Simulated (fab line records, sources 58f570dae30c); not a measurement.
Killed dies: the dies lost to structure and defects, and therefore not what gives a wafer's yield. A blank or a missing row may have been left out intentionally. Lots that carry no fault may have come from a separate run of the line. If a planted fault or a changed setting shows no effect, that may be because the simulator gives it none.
What tool caused it? ; flow berkeley_cmos170 ; Sampling: 15 lots, 45 wafers, 6 of 331 route steps

== WHAT EACH GAUGE READ, for each wafer ==
UCB170_PSD_TW_MEAS_10. Usual: for PSD_TW the level is 2339 and the standard deviation is 10.
lot;measured;on;PSD_TW;flag
L116;day 6 15:41;film_metro-03;2338 2339 2331;
L117;day 6 15:49;film_metro-02;2340 2341 2323;
L118;day 6 22:47;film_metro-02;2322 2350 2327;
L120;day 6 22:31;film_metro-03;2340 2343 2349;
L119;day 6 22:26;film_metro-02;2330 2330 2350;
L128;day 9 02:23;film_metro-01;2334 2327 2329;
L129;day 9 08:10;film_metro-02;2358 2346 2345;
L130;day 9 08:29;film_metro-03;2351 2344 2324;
L131;day 9 23:43;film_metro-02;2350 2353 2342;
L132;day 10 06:25;film_metro-03;2352 2332 2341;
L134;day 10 11:56;film_metro-01;2340 2325 2331;
L133;day 10 11:49;film_metro-02;2355 2349 2353;
L135;day 10 12:06;film_metro-03;2343 2335 2324;
L137;day 11 16:27;film_metro-02;2312 2328 2320;
L138;day 11 16:53;film_metro-01;2348 2348 2364;

UCB170_M1_RS_MEAS_01: uses a four-point probe to measure. Usual: for M1_AL_RS the level is 0.0483 ohm/sq and the standard deviation is 0.00057.
lot;measured;on;M1_AL_RS (ohm/sq);flag
L116;day 7 00:23;film_metro-02;0.0483 0.0482 0.0483;
L117;day 7 02:05;film_metro-01;0.0484 0.0493 0.0491;
L118;day 7 11:41;film_metro-03;- - -;OFF
L120;day 7 11:58;film_metro-01;- - -;OFF
L119;day 7 11:31;film_metro-01;- - -;OFF
L128;day 9 13:28;film_metro-03;0.0482 0.0479 0.0483;
L129;day 9 19:07;film_metro-02;0.0486 0.0478 0.0480;
L130;day 9 21:01;film_metro-03;0.0481 0.0480 0.0477;
L131;day 10 10:23;film_metro-01;0.0485 0.0483 0.0485;
L132;day 10 16:36;film_metro-03;0.0488 0.0492 0.0484;
L134;day 10 23:31;film_metro-01;0.0489 0.0478 0.0484;
L133;day 10 22:07;film_metro-01;0.0494 0.0489 0.0497;
L135;day 10 23:45;film_metro-02;0.0481 0.0481 0.0483;
L137;day 12 01:17;film_metro-02;0.0479 0.0478 0.0482;
L138;day 12 02:44;film_metro-03;0.0483 0.0477 0.0479;

UCB170_M1_THK_MEAS_02: measures by xrf. Usual: for M1_AL_THK the level is 595 nm and the standard deviation is 7.4.
lot;measured;on;M1_AL_THK (nm);flag
L116;day 7 00:29;film_metro-02;602 600 600;
L117;day 7 02:12;film_metro-01;598 585 585;
L118;day 7 11:48;film_metro-03;<0 <0 <0;OFF
L120;day 7 12:04;film_metro-01;<0 <0 <0;OFF
L119;day 7 11:38;film_metro-01;<0 <0 <0;OFF
L128;day 9 13:35;film_metro-03;589 594 593;
L129;day 9 19:13;film_metro-02;595 600 603;
L130;day 9 21:08;film_metro-03;591 591 593;
L131;day 10 10:29;film_metro-01;600 601 598;
L132;day 10 16:43;film_metro-03;584 579 589;
L134;day 10 23:37;film_metro-01;592 605 599;
L133;day 10 22:14;film_metro-01;591 594 586;
L135;day 10 23:52;film_metro-02;595 593 593;
L137;day 12 01:25;film_metro-02;605 603 598;
L138;day 12 02:50;film_metro-03;593 596 593;

== TOOL THAT RAN EACH LOT (tool first, then ch and the chambers of the sampled wafers, then the start) ==
lot;UCB170_NWELL_STRIP_15;UCB170_SDANNEAL_RTA_01;UCB170_M1_SPUTTER_00
L116;plasma_asher-04 ch 0,1, day 2 08:26;rtp_anneal-01 ch 0, day 6 18:37;pvd_sputter-01, day 7 00:17
L117;plasma_asher-04 ch 0,1, day 2 12:48;rtp_anneal-02 ch 0, day 6 18:46;pvd_sputter-02, day 7 02:00
L118;plasma_asher-01 ch 0,1, day 2 21:22;rtp_anneal-02 ch 0, day 7 02:16;pvd_sputter-04, day 7 11:37
L120;plasma_asher-01 ch 0,1, day 3 02:49;rtp_anneal-01 ch 0, day 7 02:33;pvd_sputter-02, day 7 11:52
L119;plasma_asher-04 ch 0,1, day 3 03:06;rtp_anneal-01 ch 0, day 7 02:05;pvd_sputter-01, day 7 11:26
L128;plasma_asher-02 ch 0,1, day 4 19:38;rtp_anneal-01 ch 0, day 9 05:08;pvd_sputter-01, day 9 13:24
L129;plasma_asher-01 ch 0, day 5 03:47;rtp_anneal-01 ch 0, day 9 13:14;pvd_sputter-02, day 9 19:02
L130;plasma_asher-01 ch 0,1, day 5 08:32;rtp_anneal-01 ch 0, day 9 13:46;pvd_sputter-04, day 9 20:57
L131;plasma_asher-01 ch 0,1, day 5 14:18;rtp_anneal-01 ch 0, day 10 04:58;pvd_sputter-02, day 10 10:17
L132;plasma_asher-02 ch 0,1, day 5 21:58;rtp_anneal-02 ch 0, day 10 08:55;pvd_sputter-04, day 10 16:32
L134;plasma_asher-04 ch 0,1, day 6 02:28;rtp_anneal-02 ch 0, day 10 17:02;pvd_sputter-01, day 10 23:25
L133;plasma_asher-02 ch 0,1, day 6 03:03;rtp_anneal-01 ch 0, day 10 16:46;pvd_sputter-02, day 10 22:03
L135;plasma_asher-04 ch 0,1, day 6 08:12;rtp_anneal-01 ch 0, day 10 17:19;pvd_sputter-02, day 10 23:41
L137;plasma_asher-01 ch 0,1, day 7 02:32;rtp_anneal-01 ch 0, day 11 19:29;pvd_sputter-04, day 12 01:14
L138;plasma_asher-01 ch 0,1, day 7 08:04;rtp_anneal-02 ch 0, day 11 19:47;pvd_sputter-02, day 12 02:38
- UCB170_NWELL_STRIP_15: strips in O2.
- UCB170_SDANNEAL_RTA_01: time 5 s.
- UCB170_M1_SPUTTER_00: material Al, target thk 600 nm, time 80 s.

== WHAT THE TOOLS THEMSELVES READ (means of the sampled wafers that have a number; where no wafer has one, the mark that the record gives instead) ==
UCB170_NWELL_STRIP_15. Usual: drypump_motor_current_A 5.6 A, standard deviation 0.36; oes_product_au 0.721 a.u., standard deviation 0.0051; strip_time_to_endpoint_s 18.01 s, standard deviation 0.11.
lot;tool;drypump_motor_current_A (A);oes_product_au (a.u.);strip_time_to_endpoint_s (s);flag
L116;plasma_asher-04;5.7;0.722;18.05;
L117;plasma_asher-04;5.7;0.722;17.92;
L118;plasma_asher-01;5.7;0.720;17.93;
L120;plasma_asher-01;5.7;0.725;17.87;
L119;plasma_asher-04;5.6;0.718;17.94;
L128;plasma_asher-02;5.5;0.719;18.17;
L129;plasma_asher-01;5.8;0.726;17.99;
L130;plasma_asher-01;5.8;0.722;18.07;
L131;plasma_asher-01;5.7;0.718;18.00;
L132;plasma_asher-02;5.5;0.718;17.88;
L134;plasma_asher-04;5.7;0.724;18.01;
L133;plasma_asher-02;5.5;0.722;17.99;
L135;plasma_asher-04;5.6;0.723;18.10;
L137;plasma_asher-01;5.7;0.717;17.96;
L138;plasma_asher-01;5.8;0.724;18.00;

UCB170_SDANNEAL_RTA_01. Usual: lamp_power_pct 39.5 %, standard deviation 0.6; wafer_temp_C_max 1055.6, standard deviation 1.2.
lot;tool;lamp_power_pct (%);wafer_temp_C_max;flag
L116;rtp_anneal-01;40.0;1055.9;
L117;rtp_anneal-02;38.8;1055.2;
L118;rtp_anneal-02;38.8;1054.7;
L120;rtp_anneal-01;40.0;1057.2;
L119;rtp_anneal-01;40.0;1056.0;
L128;rtp_anneal-01;40.0;1055.9;
L129;rtp_anneal-01;40.0;1054.4;
L130;rtp_anneal-01;40.0;1056.3;
L131;rtp_anneal-01;40.0;1057.0;
L132;rtp_anneal-02;38.8;1055.0;
L134;rtp_anneal-02;38.8;1054.2;
L133;rtp_anneal-01;40.0;1057.4;
L135;rtp_anneal-01;40.0;1057.3;
L137;rtp_anneal-01;40.0;1055.3;
L138;rtp_anneal-02;38.8;1055.7;

UCB170_M1_SPUTTER_00. Usual: cathode_dc_power_W 6000.2 W, standard deviation 1.1; chamber_pressure_pa 0.5000 Pa, standard deviation 0.00096; throttle_valve_pct 29.8 %, standard deviation 1.4.
lot;tool;cathode_dc_power_W (W);chamber_pressure_pa (Pa);throttle_valve_pct (%);flag
L116;pvd_sputter-01;5999.6;0.5008;29.6;
L117;pvd_sputter-02;6000.6;0.4999;28.8;
L118;pvd_sputter-04;-;-;-;OFF
L120;pvd_sputter-02;-;-;-;OFF
L119;pvd_sputter-01;-;-;-;OFF
L128;pvd_sputter-01;6000.4;0.4996;30.4;
L129;pvd_sputter-02;6000.2;0.5002;28.3;
L130;pvd_sputter-04;5999.0;0.5000;29.5;
L131;pvd_sputter-02;6001.0;0.4989;29.9;
L132;pvd_sputter-04;6001.2;0.5004;30.1;
L134;pvd_sputter-01;5999.9;0.5003;29.4;
L133;pvd_sputter-02;5999.4;0.5000;29.7;
L135;pvd_sputter-02;5999.5;0.4994;28.9;
L137;pvd_sputter-04;5999.3;0.5001;29.9;
L138;pvd_sputter-02;6001.2;0.5003;30.6;

== THE ANSWER, worked out from the rows above alone ==
Rule: lot off if the mean of its wafers having a number is beyond 3 standard deviations from the usual mean. Also off: a lot with no number at a reading for which 4 or more lots have one. The other lots that the step has rows for count as sound. After the gauges, taken in route order, come the tools' own readings; for these a lot's mean is taken, as printed above. At the first step where some lot is off, the reading lying furthest off is the one used; lots without a number count as furthest.
Off: at UCB170_M1_RS_MEAS_01 (M1_AL_RS), L118, L120, L119. Without a number there: L118, L120, L119.
If a tool, at a process step before that reading, ran all the lots that are off and no sound lot after the first of them, it fits. The gauges at UCB170_M1_RS_MEAS_01 aren't tried: what is off there is off at UCB170_M1_SPUTTER_00 too, on other tools, and a gauge's error can't cause that. Not one of the candidates tried fits.

== WHAT THE SIMULATOR HAD PUT IN ==
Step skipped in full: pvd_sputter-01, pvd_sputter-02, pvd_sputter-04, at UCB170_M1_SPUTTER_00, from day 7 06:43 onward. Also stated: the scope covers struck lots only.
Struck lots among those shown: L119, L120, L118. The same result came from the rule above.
